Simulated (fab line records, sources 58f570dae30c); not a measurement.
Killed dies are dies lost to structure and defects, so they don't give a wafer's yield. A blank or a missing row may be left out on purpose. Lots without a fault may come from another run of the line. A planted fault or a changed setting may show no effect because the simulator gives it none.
fab line records | flow berkeley_cmos170
record lots=5 wafers=15 last_day=11
route steps=331 shown M2@290 V2@292 M3@309
lots that met no fault: from a run of the same line without faults
start_h: hours from the record's first day to the start of the lot's first wafer shown | wait_h: hours since the lot's step before | " the same as in the row above | L1.1+2: a row that stands for several wafers | - no value, or no start given | * or withheld: withheld | < > ~ a bound
route shown NAME@n: a module of which the file shows steps, and the number in the route of the first | usual: mean/standard deviation of fault-free wafers | same: alike in all rows | chamber/n: place in a boat | sites: the reading at each site | _std_site: their standard deviation | _edge_site: outer sites' mean less inner sites' | radius_mm: how far each site lies from the wafer's centre | mask NAME#n: copy n | behind: the tool/chamber that last shaped the wafer | hold: why the lot was held/for how many hours/how that ended | device: the transistor (n, p or np) that didn't switch | end of line: the same wafers' tests at the end of the route | a step without rows: its recipe alone | killed: dies lost to structure and defects at the first sort, not the wafer's yield | map: a wafer's dies, x killed, . not, _ none there
set.NAME: the setting as run; set.NAME@STEP: as run at that earlier step | model.NAME: the simulator's own value behind a step, which no gauge read
lots at some steps of the route; a table a step, a row a wafer
services: from which hour (start_h, from the record's first day; less than 0 if before it) a tool's chamber was out of use, for how many hours, and why
## steps
# step UCB170_M2_STRIP_19
# recipe chemistry=O2 power_w=400 pressure_mtorr=3500 platen_temp_c=withheld o2_flow_sccm=400 overash_fraction=0.5
# usual drypump_motor_current_A=5.55/0.27 oes_product_au=0.547/0.023
# same overash_fraction=0.5
# columns lot.wafer tool chamber start_h wait_h drypump_motor_current_A oes_product_au rf_hours_counter_h
L083.1 plasma_asher-04 1 200.34 0.1 5.23 0.521 55
L083.2 " 0 " " 6.03 0.510 55
L083.4 " 1 " " 5.23 0.495 -
L084.3 plasma_asher-01 1 208.01 0.1 5.39 0.544 -
L084.5 " 0 " " 5.47 0.577 -
L084.6 " 1 " " 5.38 0.551 -
L089.1 plasma_asher-04 1 230.15 0.1 5.23 0.552 59
L089.2 " 0 " " 6.03 0.577 59
L089.4 " 1 " " 5.24 0.545 -
L097.3 plasma_asher-04 0 265.68 0.1 6.04 0.524 -
L097.5 " 0 " " 6.02 0.522 -
L097.6 " 1 " " 5.24 0.545 -
L095.3 plasma_asher-01 1 269.24 0.1 5.39 0.569 -
L095.4 " 0 " " 5.47 0.541 -
L095.6 " 0 " " 5.42 0.565 -
# step UCB170_M2_CD_MEAS_90
# recipe target_cd_nm=700
# usual cd_nm=702/3.8
# columns lot.wafer tool chamber start_h wait_h cd_nm
L083.1 cd_sem-02 - 200.44 0.1 699
L083.2 " - " " 705
L083.4 " - " " 702
L084.3 cd_sem-01 - 208.12 0.1 704
L084.5 " - " " 706
L084.6 " - " " 708
L089.1 cd_sem-02 - 230.25 0.1 696
L089.2 " - " " 708
L089.4 " - " " 697
L097.3 cd_sem-01 - 265.80 0.1 701
L097.5 " - " " 703
L097.6 " - " " 702
L095.3 cd_sem-02 - 269.35 0.1 701
L095.4 " - " " 691
L095.6 " - " " 702
# step UCB170_V2_CVD_00
# recipe material=SiO2 target_thk_nm=2000 temp_c=390 precursor=TEOS/O2 time_s=250 rf_w=550 pressure_mtorr=9000
# usual heater_power_w=245/44
# columns lot.wafer tool chamber start_h wait_h heater_power_w
L083.1 pecvd-02 0 200.56 0.1 285
L083.2 " 2 " " 209
L083.4 " 2 " " 264
L084.3 pecvd-03 1 208.20 0.1 240
L084.5 " 1 " " 309
L084.6 " 2 " " 281
L089.1 pecvd-02 2 230.37 0.1 242
L089.2 " 1 " " 286
L089.4 " 2 " " 184
L097.3 pecvd-01 2 265.96 0.1 276
L097.5 " 2 " " 188
L097.6 " 0 " " 201
L095.3 pecvd-03 1 269.51 0.1 323
L095.4 " 2 " " 197
L095.6 " 2 " " 273
# step UCB170_V2_THK_MEAS_01
# recipe reads=SiO2_of_V2_CVD_00
# usual V2_TEOS_THK=1995/29
# columns lot.wafer tool chamber start_h wait_h V2_TEOS_THK[nm]
L083.1 film_metro-01 - 200.71 0.1 1976
L083.2 " - " " 2009
L083.4 " - " " 2034
L084.3 film_metro-01 - 208.37 0.1 1993
L084.5 " - " " 2028
L084.6 " - " " 2012
L089.1 film_metro-04 - 230.53 0.1 1944
L089.2 " - " " 1982
L089.4 " - " " 1973
L097.3 film_metro-04 - 266.13 0.1 1974
L097.5 " - " " 1980
L097.6 " - " " 1972
L095.3 film_metro-03 - 269.68 0.1 2053
L095.4 " - " " 2006
L095.6 " - " " 2000
# step UCB170_V2_CMP_02
# recipe material=SiO2 down_force_psi=6 platen_rpm=60 pad_velocity_m_s=0.75398
# usual motor_current_A=15.3/1.4 slurry_flow_ml_min=150.0/0.46
# columns lot.wafer tool chamber start_h wait_h motor_current_A slurry_flow_ml_min
L083.4 cmp-01 0 200.77 0.0 16.2 149.6
L083.2 " 1 " " 15.8 150.4
L083.1 " 2 " " 14.8 150.4
L084.3 cmp-02 3 208.56 0.2 14.9 149.7
L084.5 " 0 " " 14.8 150.7
L084.6 " 1 " " 18.4 149.8
L089.4 cmp-02 3 230.64 0.1 15.0 149.8
L089.1 " 0 " " 14.5 149.7
L089.2 " 1 " " 18.4 149.5
L097.3 cmp-01 0 266.27 0.1 16.0 149.2
L097.6 " 2 " " 15.7 149.9
L097.5 " 3 " " 13.8 150.5
L095.4 cmp-02 1 269.82 0.1 18.5 150.7
L095.3 " 0 " " 14.0 149.1
L095.6 " 1 " " 17.0 150.5
# step UCB170_V2_BOW_MEAS_03
# recipe mode=bow
# usual V2_BOW=37/7.1
# columns lot.wafer tool chamber start_h wait_h V2_BOW[um]
L083.1 film_metro-04 - 201.07 0.1 42
L083.2 " - " " 35
L083.4 " - " " 52
L084.3 film_metro-04 - 208.75 0.1 44
L084.5 " - " " 26
L084.6 " - " " 47
L089.1 film_metro-04 - 230.89 0.1 29
L089.2 " - " " 33
L089.4 " - " " 46
L097.3 film_metro-01 - 266.51 0.2 51
L097.5 " - " " 41
L097.6 " - " " 44
L095.3 film_metro-04 - 270.16 0.1 39
L095.4 " - " " 29
L095.6 " - " " 36
# step UCB170_V2_THK_MEAS_04
# recipe reads=SiO2_of_V2_CVD_00
# usual V2_POLISHED_THK=999.2/1.3
# columns lot.wafer tool chamber start_h wait_h V2_POLISHED_THK[nm]
L083.1 film_metro-04 - 201.19 0.1 1000.2
L083.2 " - " " 998.8
L083.4 " - " " 998.7
L084.3 film_metro-04 - 208.85 0.1 1001.7
L084.5 " - " " 998.8
L084.6 " - " " 998.1
L089.1 film_metro-04 - 231.01 0.1 998.5
L089.2 " - " " 998.1
L089.4 " - " " 1000.8
L097.3 film_metro-01 - 266.61 0.1 1000.1
L097.5 " - " " 998.1
L097.6 " - " " 997.0
L095.3 film_metro-04 - 270.26 0.1 998.8
L095.4 " - " " 1000.3
L095.6 " - " " 998.8
# step UCB170_V2_CLEAN_05
# recipe chemistry=DIW
# columns lot.wafer tool chamber start_h wait_h
L083.1+2+4 wet_bench-04 2 201.25 0.1
L084.3+5+6 wet_bench-04 3 208.90 0.0
L089.1+2+4 wet_bench-03 1 231.07 0.1
L097.3+5+6 wet_bench-03 3 266.65 0.0
L095.3+4+6 wet_bench-04 3 270.38 0.1
# step UCB170_V2_HMDS_06
# recipe prime_time_s=60 prime_temp_c=100
# same prime_time_s=60
# columns lot.wafer tool chamber start_h wait_h
L083.1+2+4 litho_track-02 0 201.45 0.0
L084.3+5+6 litho_track-04 0 209.40 0.1
L089.1+2+4 litho_track-01 0 231.36 0.1
L097.3+5+6 litho_track-01 0 266.92 0.1
L095.3+4+6 litho_track-01 0 270.70 0.1
# step UCB170_V2_COAT_07
# recipe resist=KrF spin_rpm=1500 resist_thk_nm=900
# columns lot.wafer tool chamber start_h wait_h
L083.1+2+4 litho_track-02 0 201.60 0.1
L084.3+5+6 litho_track-04 0 209.55 0.1
L089.1+2+4 litho_track-01 0 231.51 0.1
L097.3+5+6 litho_track-01 0 267.07 0.1
L095.3+4+6 litho_track-01 0 270.85 0.1
# step UCB170_V2_SOFTBAKE_08
# recipe resist=KrF temp_c=130 time_s=60
# usual plate_temp_C=130.04/0.14
# columns lot.wafer tool chamber start_h wait_h plate_temp_C
L083.1 litho_track-02 0 201.75 0.1 129.86
L083.2 " 0 " " 129.92
L083.4 " 0 " " 129.83
L084.3 litho_track-04 0 209.70 0.1 130.14
L084.5 " 0 " " 130.29
L084.6 " 0 " " 130.26
L089.1 litho_track-01 0 231.66 0.1 129.80
L089.2 " 0 " " 129.82
L089.4 " 0 " " 129.93
L097.3 litho_track-01 0 267.22 0.1 130.04
L097.5 " 0 " " 130.00
L097.6 " 0 " " 130.01
L095.3 litho_track-01 0 271.00 0.1 130.08
L095.4 " 0 " " 130.18
L095.6 " 0 " " 129.98
# step UCB170_V2_EXPOSE_09
# recipe mask_id=VIA2 target_cd_nm=700 na=0.5 sigma_outer=0.6 source_shape=conventional dose_mj=37
# columns lot.wafer tool chamber start_h wait_h mask
L083.1+2+4 krf_scanner-02 0 201.90 0.1 VIA2#0
L084.3+5+6 krf_scanner-01 0 210.03 0.3 VIA2#0
L089.1+2+4 krf_scanner-02 0 231.93 0.2 VIA2#0
L097.3+5+6 krf_scanner-01 0 267.53 0.3 VIA2#0
L095.3+4+6 krf_scanner-02 0 271.14 0.1 VIA2#0
# step UCB170_V2_PEB_10
# recipe peb_temp_c=130 peb_time_s=withheld resist=KrF
# usual plate_temp_C=130.00/0.14
# columns lot.wafer tool chamber start_h wait_h plate_temp_C
L083.1 litho_track-04 0 202.01 0.1 130.23
L083.2 " 0 " " 129.99
L083.4 " 0 " " 130.22
L084.3 litho_track-01 0 210.30 0.3 130.07
L084.5 " 0 " " 130.05
L084.6 " 0 " " 130.05
L089.1 litho_track-02 0 232.05 0.1 130.10
L089.2 " 0 " " 130.35
L089.4 " 0 " " 130.31
L097.3 litho_track-01 0 268.20 0.6 129.84
L097.5 " 0 " " 129.74
L097.6 " 0 " " 130.21
L095.3 litho_track-04 0 271.60 0.4 130.05
L095.4 " 0 " " 129.89
L095.6 " 0 " " 129.90
# step UCB170_V2_DEVELOP_11
# recipe developer=TMAH develop_time_s=45 resist=KrF dev_temp_c=21
# usual developer_temp_C=21.00/0.1
# columns lot.wafer tool chamber start_h wait_h developer_temp_C
L083.1 litho_track-04 0 - - 20.97
L083.2 " 0 " " 20.91
L083.4 " 0 " " 21.02
L084.3 litho_track-01 0 - - 21.00
L084.5 " 0 " " 21.11
L084.6 " 0 " " 21.10
L089.1 litho_track-02 0 - - 20.89
L089.2 " 0 " " 20.97
L089.4 " 0 " " 20.90
L097.3 litho_track-01 0 - - 20.95
L097.5 " 0 " " 20.87
L097.6 " 0 " " 20.84
L095.3 litho_track-04 0 - - 21.07
L095.4 " 0 " " 21.13
L095.6 " 0 " " 21.05
# step UCB170_V2_CD_MEAS_12
# recipe target_cd_nm=700
# usual cd_nm=699.7/1.1
# columns lot.wafer tool chamber start_h wait_h cd_nm
L083.1 cd_sem-01 - 202.29 - 698.6
L083.2 " - " " 699.2
L083.4 " - " " 698.9
L084.3 cd_sem-02 - 210.56 - 700.7
L084.5 " - " " 701.3
L084.6 " - " " 700.8
L089.1 cd_sem-02 - 232.32 - 698.8
L089.2 " - " " 698.8
L089.4 " - " " 699.3
L097.3 cd_sem-01 - 268.46 - 698.4
L097.5 " - " " 699.6
L097.6 " - " " 698.3
L095.3 cd_sem-01 - 271.87 - 701.3
L095.4 " - " " 700.5
L095.6 " - " " 701.0
# step UCB170_V2_OVL_MEAS_13
# usual V2_OVL=-6/5.6
# columns lot.wafer tool chamber start_h wait_h V2_OVL[nm]
L083.1 overlay-02 - 202.41 0.1 -5
L083.2 " - " " -11
L083.4 " - " " -8
L084.3 overlay-02 - 210.66 0.1 -13
L084.5 " - " " -6
L084.6 " - " " -9
L089.1 overlay-02 - 232.44 0.1 -12
L089.2 " - " " -8
L089.4 " - " " -9
L097.3 overlay-02 - 268.55 0.1 -1
L097.5 " - " " -1
L097.6 " - " " -4
L095.3 overlay-02 - 271.96 0.1 -16
L095.4 " - " " -11
L095.6 " - " " -18
# step UCB170_V2_ETCH_14
# recipe chemistry=CHF3/CF4/Ar target=SiO2 stop_on=Al CHF3_flow_sccm=45 cf4_flow_sccm=15 Ar_flow_sccm=150 pressure_mtorr=200 rf_w=700 target_depth_a=12500 over_etch_frac=0.25 time_s=291
# usual drypump_motor_current_A=5.8/0.43 oes_product_au=0.870/0.016 throttle_valve_pct=6.97/0.15
# columns lot.wafer tool chamber start_h wait_h drypump_motor_current_A oes_product_au rf_hours_counter_h throttle_valve_pct
L083.1 rie_diel-03 3 202.44 0.0 5.7 0.882 94 6.88
L083.2 " 0 " " 6.7 0.852 77 6.98
L083.4 " 1 " " 5.8 0.854 107 6.99
L084.3 rie_diel-04 0 210.68 0.0 6.1 0.849 134 6.82
L084.5 " 2 " " 6.1 0.871 - 7.04
L084.6 " 3 " " 6.5 0.890 - 7.12
L089.1 rie_diel-02 0 232.48 0.0 5.5 0.873 3 7.18
L089.2 " 3 " " 5.7 0.861 136 7.08
L089.4 " 1 " " 5.4 0.867 52 6.94
L097.3 rie_diel-02 2 268.58 0.0 5.4 0.905 129 6.70
L097.5 " 1 " " 5.4 0.882 - 6.95
L097.6 " 2 " " 5.4 0.908 - 6.71
L095.3 rie_diel-02 0 271.99 0.0 5.5 0.866 5 7.20
L095.4 " 1 " " 5.4 0.877 - 6.95
L095.6 " 2 " " 5.4 0.898 - 6.71
# step UCB170_V2_STRIP_15
# recipe chemistry=O2 power_w=400 pressure_mtorr=3500 platen_temp_c=withheld o2_flow_sccm=400 overash_fraction=0.5
# usual drypump_motor_current_A=5.58/0.25 oes_product_au=0.723/0.0047 strip_time_to_endpoint_s=15.30/0.1
# same overash_fraction=0.5
# columns lot.wafer tool chamber start_h wait_h drypump_motor_current_A oes_product_au rf_hours_counter_h strip_time_to_endpoint_s
L083.1 plasma_asher-02 1 202.62 0.1 5.53 0.721 45 15.29
L083.2 " 0 " " 5.54 0.723 45 15.24
L083.4 " 0 " " 5.57 0.720 - 15.25
L084.3 plasma_asher-02 0 210.89 0.1 5.59 0.731 - 15.16
L084.5 " 1 " " 5.55 0.719 - 15.33
L084.6 " 0 " " 5.59 0.718 - 15.35
L089.1 plasma_asher-03 0 232.66 0.1 5.43 0.722 12 15.23
L089.2 " 1 " " 5.73 0.729 12 15.28
L089.4 " 0 " " 5.45 0.730 - 15.29
L097.3 plasma_asher-04 0 268.79 0.1 6.04 0.720 - 15.40
L097.5 " 1 " " 5.24 0.728 - 15.23
L097.6 " 0 " " 6.04 0.724 - 15.32
L095.3 plasma_asher-04 0 272.20 0.1 6.05 0.727 - 15.39
L095.4 " 1 " " 5.23 0.722 - 15.38
L095.6 " 0 " " 6.04 0.722 - 15.32
# step UCB170_V2_CD_MEAS_90
# recipe target_cd_nm=700
# usual cd_nm=699.6/1.2
# columns lot.wafer tool chamber start_h wait_h cd_nm
L083.1 cd_sem-02 - 202.72 0.1 698.8
L083.2 " - " " 698.8
L083.4 " - " " 699.1
L084.3 cd_sem-02 - 211.00 0.1 701.0
L084.5 " - " " 699.6
L084.6 " - " " 699.6
L089.1 cd_sem-01 - 232.76 0.1 697.6
L089.2 " - " " 698.7
L089.4 " - " " 699.3
L097.3 cd_sem-02 - 268.90 0.1 698.9
L097.5 " - " " 700.1
L097.6 " - " " 698.7
L095.3 cd_sem-01 - 272.30 0.1 700.1
L095.4 " - " " 700.8
L095.6 " - " " 700.7
# step UCB170_M3_PRE_CLEAN_00
# recipe gas=Ar preclean_etch_time_s=60
# columns lot.wafer tool chamber start_h wait_h
L083.1+2+4 pvd_sputter-01 - 202.84 0.1
L084.3+5+6 pvd_sputter-03 - 211.08 0.1
L089.1+2+4 pvd_sputter-03 - 232.88 0.1
L097.3+5+6 pvd_sputter-03 - 268.98 0.1
L095.3+4+6 pvd_sputter-04 - 272.38 0.1
# step UCB170_M3_SPUTTER_01
# recipe material=Al target_thk_nm=900 time_s=120 power_w=6000 chamber_pressure_pa=0.5
# usual throttle_valve_pct=29.7/0.51
# columns lot.wafer tool chamber start_h wait_h throttle_valve_pct
L083.1 pvd_sputter-01 - 202.91 0.0 30.5
L083.2 " - " " 29.6
L083.4 " - " " 29.5
L084.3 pvd_sputter-03 - 211.15 0.0 29.1
L084.5 " - " " 29.7
L084.6 " - " " 29.8
L089.1 pvd_sputter-03 - 232.94 0.0 30.0
L089.2 " - " " 29.5
L089.4 " - " " 29.5
L097.3 pvd_sputter-03 - 269.04 0.0 29.9
L097.5 " - " " 29.5
L097.6 " - " " 29.4
L095.3 pvd_sputter-04 - 272.45 0.0 30.2
L095.4 " - " " 29.9
L095.6 " - " " 29.4
# step UCB170_M3_RS_MEAS_02
# recipe thk_meas_gauge=four-point-probe reads=Al_of_M3_SPUTTER_01
# usual M3_AL_RS=0.0321/0.00045
# columns lot.wafer tool chamber start_h wait_h M3_AL_RS[ohm/sq]
L083.1 film_metro-01 - 202.99 0.0 0.0320
L083.2 " - " " 0.0315
L083.4 " - " " 0.0319
L084.3 film_metro-03 - 211.27 0.1 0.0317
L084.5 " - " " 0.0322
L084.6 " - " " 0.0315
L089.1 film_metro-03 - 233.03 0.0 0.0320
L089.2 " - " " 0.0317
L089.4 " - " " 0.0325
L097.3 film_metro-01 - 269.17 0.1 0.0324
L097.5 " - " " 0.0324
L097.6 " - " " 0.0324
L095.3 film_metro-01 - 272.57 0.1 0.0321
L095.4 " - " " 0.0320
L095.6 " - " " 0.0320
# step UCB170_M3_THK_MEAS_03
# recipe thk_meas_gauge=xrf reads=Al_of_M3_SPUTTER_01
# usual M3_AL_THK=896/12
# columns lot.wafer tool chamber start_h wait_h M3_AL_THK[nm]
L083.1 film_metro-01 - 203.11 0.1 907
L083.2 " - " " 918
L083.4 " - " " 903
L084.3 film_metro-03 - 211.37 0.1 911
L084.5 " - " " 894
L084.6 " - " " 909
L089.1 film_metro-03 - 233.15 0.1 896
L089.2 " - " " 899
L089.4 " - " " 881
L097.3 film_metro-01 - 269.27 0.1 891
L097.5 " - " " 891
L097.6 " - " " 893
L095.3 film_metro-01 - 272.67 0.1 905
L095.4 " - " " 902
L095.6 " - " " 909
# step UCB170_M3_HMDS_04
# recipe prime_time_s=60 prime_temp_c=100
# same prime_time_s=60
# columns lot.wafer tool chamber start_h wait_h
L083.1+2+4 litho_track-04 0 203.17 0.1
L084.3+5+6 litho_track-03 0 211.67 0.3
L089.1+2+4 litho_track-01 0 233.21 0.1
L097.3+5+6 litho_track-03 0 269.36 0.1
L095.3+4+6 litho_track-04 0 272.76 0.1
# step UCB170_M3_COAT_05
# recipe resist=KrF spin_rpm=1500 resist_thk_nm=900
# columns lot.wafer tool chamber start_h wait_h
L083.1+2+4 litho_track-04 0 203.32 0.1
L084.3+5+6 litho_track-03 0 211.82 0.1
L089.1+2+4 litho_track-01 0 233.36 0.1
L097.3+5+6 litho_track-03 0 269.51 0.1
L095.3+4+6 litho_track-04 0 272.91 0.1
# step UCB170_M3_SOFTBAKE_06
# recipe resist=KrF temp_c=130 time_s=60
# usual plate_temp_C=129.99/0.15
# columns lot.wafer tool chamber start_h wait_h plate_temp_C
L083.1 litho_track-04 0 203.47 0.1 130.12
L083.2 " 0 " " 130.10
L083.4 " 0 " " 129.75
L084.3 litho_track-03 0 211.97 0.1 130.16
L084.5 " 0 " " 130.02
L084.6 " 0 " " 130.07
L089.1 litho_track-01 0 233.51 0.1 130.10
L089.2 " 0 " " 129.87
L089.4 " 0 " " 130.01
L097.3 litho_track-03 0 269.66 0.1 129.95
L097.5 " 0 " " 129.94
L097.6 " 0 " " 130.05
L095.3 litho_track-04 0 273.06 0.1 130.10
L095.4 " 0 " " 129.67
L095.6 " 0 " " 129.78
# step UCB170_M3_STRIP_07
# recipe chemistry=O2 power_w=400 pressure_mtorr=3500 platen_temp_c=withheld o2_flow_sccm=400 overash_fraction=0.5
# usual drypump_motor_current_A=5.54/0.26 oes_product_au=0.734/0.0045 strip_time_to_endpoint_s=21.96/0.058
# same overash_fraction=0.5
# columns lot.wafer tool chamber start_h wait_h drypump_motor_current_A oes_product_au rf_hours_counter_h strip_time_to_endpoint_s
L083.1 plasma_asher-03 0 203.62 0.1 5.43 0.733 9 21.97
L083.2 " 1 " " 5.74 0.737 9 21.93
L083.4 " 1 " " 5.71 0.732 - 22.00
L084.3 plasma_asher-04 0 212.10 0.1 6.02 0.725 - 21.92
L084.5 " 1 " " 5.24 0.739 - 21.85
L084.6 " 0 " " 6.06 0.737 - 21.92
L089.1 plasma_asher-04 1 233.66 0.1 5.22 0.728 59 22.01
L089.2 " 0 " " 6.04 0.734 59 22.00
L089.4 " 0 " " 6.03 0.734 - 21.97
L097.3 plasma_asher-04 1 269.79 0.1 5.24 0.739 - 21.92
L097.5 " 0 " " 6.03 0.734 - 21.90
L097.6 " 1 " " 5.23 0.735 - 21.82
L095.3 plasma_asher-03 0 273.20 0.1 5.42 0.744 - 21.93
L095.4 " 1 " " 5.73 0.733 - 21.94
L095.6 " 0 " " 5.41 0.737 - 21.88
# step UCB170_M3_STRIP_08
# recipe chemistry=DMSO temp_c=80 time_s=600 material=KrF
# columns lot.wafer tool chamber start_h wait_h
L083.1+2+4 wet_bench-04 0 203.72 0.1
L084.3+5+6 wet_bench-04 1 212.17 0.0
L089.1+2+4 wet_bench-01 2 233.76 0.1
L097.3+5+6 wet_bench-04 2 270.03 0.2
L095.3+4+6 wet_bench-04 1 273.26 0.0
# step UCB170_M3_COAT_09
# recipe resist=BARC temp_c=withheld time_s=withheld spin_rpm=3000 resist_thk_nm=withheld
# columns lot.wafer tool chamber start_h wait_h
L083.1+2+4 litho_track-04 0 204.07 0.0
L084.3+5+6 litho_track-04 0 212.57 0.1
L089.1+2+4 litho_track-04 0 234.28 0.2
L097.3+5+6 litho_track-01 0 270.25 0.1
L095.3+4+6 litho_track-04 0 273.49 0.1
# step UCB170_M3_COAT_10
# recipe resist=KrF spin_rpm=1500 resist_thk_nm=900
# columns lot.wafer tool chamber start_h wait_h
L083.1+2+4 litho_track-04 0 - -
L084.3+5+6 litho_track-04 0 - -
L089.1+2+4 litho_track-04 0 - -
L097.3+5+6 litho_track-01 0 - -
L095.3+4+6 litho_track-04 0 - -
# step UCB170_M3_SOFTBAKE_11
# recipe resist=KrF temp_c=130 time_s=60
# usual plate_temp_C=130.02/0.14
# columns lot.wafer tool chamber start_h wait_h plate_temp_C
L083.1 litho_track-04 0 - - 129.99
L083.2 " 0 " " 130.06
L083.4 " 0 " " 129.99
L084.3 litho_track-04 0 - - 129.90
L084.5 " 0 " " 130.12
L084.6 " 0 " " 130.09
L089.1 litho_track-04 0 - - 130.00
L089.2 " 0 " " 130.39
L089.4 " 0 " " 130.17
L097.3 litho_track-01 0 - - 130.14
L097.5 " 0 " " 129.75
L097.6 " 0 " " 129.95
L095.3 litho_track-04 0 - - 129.92
L095.4 " 0 " " 129.94
L095.6 " 0 " " 129.73
# step UCB170_M3_EXPOSE_12
# recipe mask_id=METAL3 target_cd_nm=700 na=0.5 sigma_outer=0.6 source_shape=conventional dose_mj=26
# columns lot.wafer tool chamber start_h wait_h mask
L083.1+2+4 krf_scanner-02 0 204.65 - METAL3#0
L084.3+5+6 krf_scanner-01 0 213.06 - METAL3#0
L089.1+2+4 krf_scanner-01 0 234.86 - METAL3#0
L097.3+5+6 krf_scanner-01 0 270.69 - METAL3#0
L095.3+4+6 krf_scanner-02 0 274.05 - METAL3#0
# step UCB170_M3_PEB_13
# recipe peb_temp_c=130 peb_time_s=withheld resist=KrF
# usual plate_temp_C=129.99/0.13
# columns lot.wafer tool chamber start_h wait_h plate_temp_C
L083.1 litho_track-03 0 204.76 0.1 130.18
L083.2 " 0 " " 130.21
L083.4 " 0 " " 130.24
L084.3 litho_track-03 0 213.18 0.1 130.06
L084.5 " 0 " " 130.13
L084.6 " 0 " " 129.98
L089.1 litho_track-04 0 234.97 0.1 130.00
L089.2 " 0 " " 130.14
L089.4 " 0 " " 129.94
L097.3 litho_track-04 0 270.88 0.2 130.07
L097.5 " 0 " " 130.13
L097.6 " 0 " " 130.10
L095.3 litho_track-01 0 274.18 0.1 129.95
L095.4 " 0 " " 129.99
L095.6 " 0 " " 129.94
# step UCB170_M3_DEVELOP_14
# recipe developer=TMAH develop_time_s=45 resist=KrF dev_temp_c=21
# usual developer_temp_C=21.01/0.12
# columns lot.wafer tool chamber start_h wait_h developer_temp_C
L083.1 litho_track-03 0 - - 20.95
L083.2 " 0 " " 20.87
L083.4 " 0 " " 20.97
L084.3 litho_track-03 0 - - 21.05
L084.5 " 0 " " 21.23
L084.6 " 0 " " 21.12
L089.1 litho_track-04 0 - - 21.01
L089.2 " 0 " " 21.07
L089.4 " 0 " " 20.74
L097.3 litho_track-04 0 - - 20.81
L097.5 " 0 " " 21.05
L097.6 " 0 " " 20.76
L095.3 litho_track-01 0 - - 20.81
L095.4 " 0 " " 21.11
L095.6 " 0 " " 20.98
# step UCB170_M3_CD_MEAS_15
# recipe target_cd_nm=700
# usual cd_nm=700.0/1.5
# columns lot.wafer tool chamber start_h wait_h cd_nm
L083.1 cd_sem-02 - 205.05 - 700.7
L083.2 " - " " 699.6
L083.4 " - " " 700.0
L084.3 cd_sem-01 - 213.45 - 699.7
L084.5 " - " " 698.2
L084.6 " - " " 699.3
L089.1 cd_sem-02 - 235.25 - 700.1
L089.2 " - " " 700.4
L089.4 " - " " 699.7
L097.3 cd_sem-02 - 271.14 - 699.1
L097.5 " - " " 699.4
L097.6 " - " " 699.4
L095.3 cd_sem-02 - 274.45 - 702.0
L095.4 " - " " 703.1
L095.6 " - " " 701.9
# step UCB170_M3_OVL_MEAS_16
# usual M3_OVL=5/5.2
# columns lot.wafer tool chamber start_h wait_h M3_OVL[nm]
L083.1 overlay-01 - 205.17 0.1 13
L083.2 " - " " 8
L083.4 " - " " 12
L084.3 overlay-02 - 213.54 0.1 0
L084.5 " - " " 5
L084.6 " - " " 7
L089.1 overlay-01 - 235.37 0.1 5
L089.2 " - " " -1
L089.4 " - " " 2
L097.3 overlay-01 - 271.24 0.1 -1
L097.5 " - " " 3
L097.6 " - " " 2
L095.3 overlay-01 - 274.54 0.1 4
L095.4 " - " " 3
L095.6 " - " " 10
# step UCB170_M3_ETCH_17
# recipe chemistry=N2/H2 target_depth_a=withheld overetch_a=withheld target=BARC time_s=withheld source_w=500 bias_w=100 pressure_mtorr=30 n2_flow_sccm=100 h2_flow_sccm=200
# usual drypump_motor_current_A=5.9/0.44 oes_product_au=1.007/0.027 throttle_valve_pct=13.37/0.22
# columns lot.wafer tool chamber start_h wait_h drypump_motor_current_A oes_product_au throttle_valve_pct
L083.1 rie_diel-01 2 205.20 0.0 5.1 1.047 13.16
L083.2 " 0 " " 5.7 0.957 13.51
L083.4 " 1 " " 6.0 1.034 13.43
L084.3 rie_diel-02 0 213.58 0.0 5.5 1.016 13.67
L084.5 " 0 " " 5.5 1.020 13.68
L084.6 " 3 " " 5.7 0.996 13.49
L089.1 rie_diel-01 2 235.41 0.0 5.1 1.028 13.15
L089.2 " 3 " " 6.6 0.998 13.54
L089.4 " 1 " " 6.0 1.034 13.43
L097.3 rie_diel-04 0 271.26 0.0 6.1 1.025 13.14
L097.5 " 2 " " 6.1 1.001 13.33
L097.6 " 3 " " 6.5 1.005 13.64
L095.3 rie_diel-02 0 274.56 0.0 5.5 1.016 13.66
L095.4 " 1 " " 5.4 1.011 13.08
L095.6 " 2 " " 5.4 1.049 12.83
# step UCB170_M3_METAL_ETCH_18
# recipe chemistry=Cl2/BCl3 target=Al stop_on=SiO2 pressure_mtorr=12 target_depth_a=11700 over_etch_frac=0.3 time_s=195 icp_w=600 bias_w=120 Cl2_flow_sccm=90 bcl3_flow_sccm=45
# usual drypump_motor_current_A=5.87/0.28 mfc_cl2_sccm=89.96/0.25 oes_product_au=0.856/0.0084 throttle_valve_pct=24.46/0.15
# columns lot.wafer tool chamber start_h wait_h drypump_motor_current_A mfc_cl2_sccm oes_product_au rf_hours_counter_h throttle_valve_pct
L083.1 rie_metal-04 1 205.24 - 5.61 90.24 0.858 7.2 24.48
L083.2 " 0 " " 5.72 89.86 0.866 9.2 24.46
L083.4 " 0 " " 5.74 89.75 0.863 - 24.47
L084.3 rie_metal-04 0 213.69 - 5.74 89.61 0.861 - 24.46
L084.5 " 0 " " 5.71 89.82 0.858 - 24.47
L084.6 " 1 " " 5.59 89.95 0.864 - 24.48
L089.1 rie_metal-04 0 235.45 - 5.69 89.50 0.858 10.0 24.47
L089.2 " 1 " " 5.62 89.86 0.864 8.0 24.45
L089.4 " 1 " " 5.64 90.00 0.847 - 24.49
L097.3 rie_metal-01 0 271.37 - 6.01 89.80 0.842 - 24.66
L097.5 " 0 " " 6.01 89.92 0.848 - 24.66
L097.6 " 1 " " 6.27 89.71 0.847 - 24.51
L095.3 rie_metal-03 0 274.73 - 5.46 90.29 0.857 - 24.20
L095.4 " 0 " " 5.48 90.37 0.863 - 24.21
L095.6 " 0 " " 5.45 90.04 0.857 - 24.20
## services
# columns tool chamber start_h hours kind
krf_scanner-01 - 182.40 1.9 repair
rie_diel-04 2 190.40 9.5 repair
plasma_asher-03 - 192.07 1.9 repair
cmp-02 - 193.33 1.0 repair
plasma_asher-02 - 205.49 1.3 repair
rie_diel-02 1 205.79 10.0 repair
rie_diel-02 2 206.95 8.6 repair
krf_scanner-02 - 211.42 1.6 repair
krf_scanner-01 - 216.96 3.3 repair
cmp-01 - 221.39 4.1 repair
pvd_sputter-01 - 226.87 0.7 repair
rie_diel-01 0 228.09 6.7 repair
krf_scanner-02 - 230.42 1.3 pm
cmp-01 - 232.00 4.0 pm
krf_scanner-01 - 233.52 0.8 pm
rie_diel-02 0 235.37 4.8 repair
krf_scanner-02 - 236.55 4.0 pm
rie_diel-01 - 240.44 1.0 repair
krf_scanner-02 - 240.57 1.0 pm
cmp-01 - 240.65 4.5 pm
cmp-02 - 251.93 4.0 pm
rie_diel-02 1 253.60 7.4 repair
cmp-01 - 255.98 5.8 pm
krf_scanner-01 - 268.09 1.0 pm
## key
fault none
